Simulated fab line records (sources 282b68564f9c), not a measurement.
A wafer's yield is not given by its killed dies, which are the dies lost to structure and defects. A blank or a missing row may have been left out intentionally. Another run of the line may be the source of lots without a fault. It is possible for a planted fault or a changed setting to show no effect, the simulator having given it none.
Split-lot study -- flow rit cmos -- route with 202 steps; 5 lots, 23 wafers read

SPLIT DETAILS
At RIT_PSD_COAT_01 (resist thk 1000 nm), the setting resist thk nm was moved away from the recipe's 1000 nm on 10 of the 23 wafers read, by +3.8% to +4.8%. The other wafers ran this setting at the recipe's value.

FROM THE SPLIT TO THE READING: what the file shows between them, 3 steps
- RIT_PSD_SOFTBAKE_02: time 60 s
- RIT_PSD_EXPOSE_03: exposes mask M10, target cd 40900 nm
- RIT_PSD_DEVELOP_05: develop time 50 s

THE READING
NOVOLAK_of_PSD_COAT_01.thk nm (the simulator's own value, which no gauge read), in nm, at RIT_PSD_HARDBAKE_07 (time 60 s). The file gives no usual value for it. Across the 13 wafers here that went through the recipe, the average is 883.8 nm and the standard deviation 1.7 nm.

wafer,"tool, chamber at the split","resist thk nm as run, nm",against the recipe,"NOVOLAK_of_PSD_COAT_01.thk nm, nm",against lot-mates on the recipe
L075.1,"litho track-01, 0",1000,recipe,881.2,-
L075.2,"litho track-01, 0",1048,+4.8%,926.4,+43.6
L075.3,"litho track-01, 0",1048,+4.8%,926.5,+43.7
L075.4,"litho track-01, 0",1048,+4.8%,926.3,+43.5
L075.5,"litho track-01, 0",1000,recipe,884.4,-
L077.1,"litho track-01, 0",1000,recipe,882.2,-
L077.3,"litho track-01, 0",1048,+4.8%,926.1,+42.6
L077.4,"litho track-01, 0",1000,recipe,884.8,-
L077.5,"litho track-01, 0",1048,+4.8%,924.7,+41.2
L077.6,"litho track-01, 0",1048,+4.8%,926,+42.5
L078.1,"litho track-03, 0",1000,recipe,885.6,-
L078.2,"litho track-03, 0",1000,recipe,884.8,-
L078.3,"litho track-03, 0",1038,+3.8%,916.1,+32.0
L078.5,"litho track-03, 0",1000,recipe,882,-
L078.6,"litho track-03, 0",1038,+3.8%,915.3,+31.2
L080.1,"litho track-01, 0",1000,recipe,880.8,-
L080.2,"litho track-01, 0",1000,recipe,883.5,-
L080.6,"litho track-01, 0",1000,recipe,883.3,-
L084.1,"litho track-03, 0",1000,recipe,886.7,-
L084.3,"litho track-03, 0",1048,+4.8%,929,+43.6
L084.4,"litho track-03, 0",1000,recipe,884.7,-
L084.5,"litho track-03, 0",1000,recipe,884.9,-
L084.6,"litho track-03, 0",1048,+4.8%,927.3,+41.9

THE FIT
A straight line over all 23 wafers: NOVOLAK_of_PSD_COAT_01.thk nm changes by +8.85 nm for each +1% of resist thk nm; r = +1.00; the points scatter about the line by 1.6 nm.
The same after taking each lot's own level away (the mean of its wafers on the recipe; 23 wafers): +8.85 nm for each +1%; r = +1.00; scatter 1.4 nm.
The reading moves by 42 nm for the largest change in resist thk nm, on that fit.
From 882.53 to 885.43 nm: that is the span of the lots' own levels, equal to 1.7 times the standard deviation above.
Hence the lot-to-lot level has little effect on the slope; both slopes agree.
Check: +42.3 nm against its lot-mates is what the line predicts for one of the wafers moved furthest among these (+4.8%) when that wafer is left out of the fit. It came out at +43.6 nm against them.

ADDITIONAL SPLITS CARRIED BY THESE WAFERS
Before the reading, these wafers also passed through other splits. Each is held against what the fit with the lots' levels taken away leaves over:
other split on the same wafers,wafers away from the commonest value,r with NOVOLAK_of_PSD_COAT_01.thk nm (lot level and that fit taken away)
RIT_NRETRO_COAT_01 spin rpm,6,-0.29
RIT_NRETRO_SOFTBAKE_02 temp c,9,+0.03
RIT_PRETRO_IMPLANT_08 dose cm2,8,+0.13
RIT_GATE_COAT_11 spin rpm,10,-0.26
RIT_GATE_DEVELOP_15 dev temp c,8,-0.06

THE WHOLE CHAIN: every reading that the file lists as answering this split, in the file's order
step,what it does,reading,change (the file's fit),r (the file's)
RIT_PSD_COAT_01,resist thk 1000 nm,"NOVOLAK_of_PSD_COAT_01.thk nm (the simulator's own value, which no gauge read)",+10.1 nm for each +1% of the setting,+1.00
RIT_PSD_HARDBAKE_07,time 60 s,"NOVOLAK_of_PSD_COAT_01.thk nm (the simulator's own value, which no gauge read)",+8.81 nm for each +1% of the setting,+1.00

FILE'S OWN FIT
NOVOLAK_of_PSD_COAT_01.thk nm changes by +8.81 nm for each +1% of resist thk nm, r = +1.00.
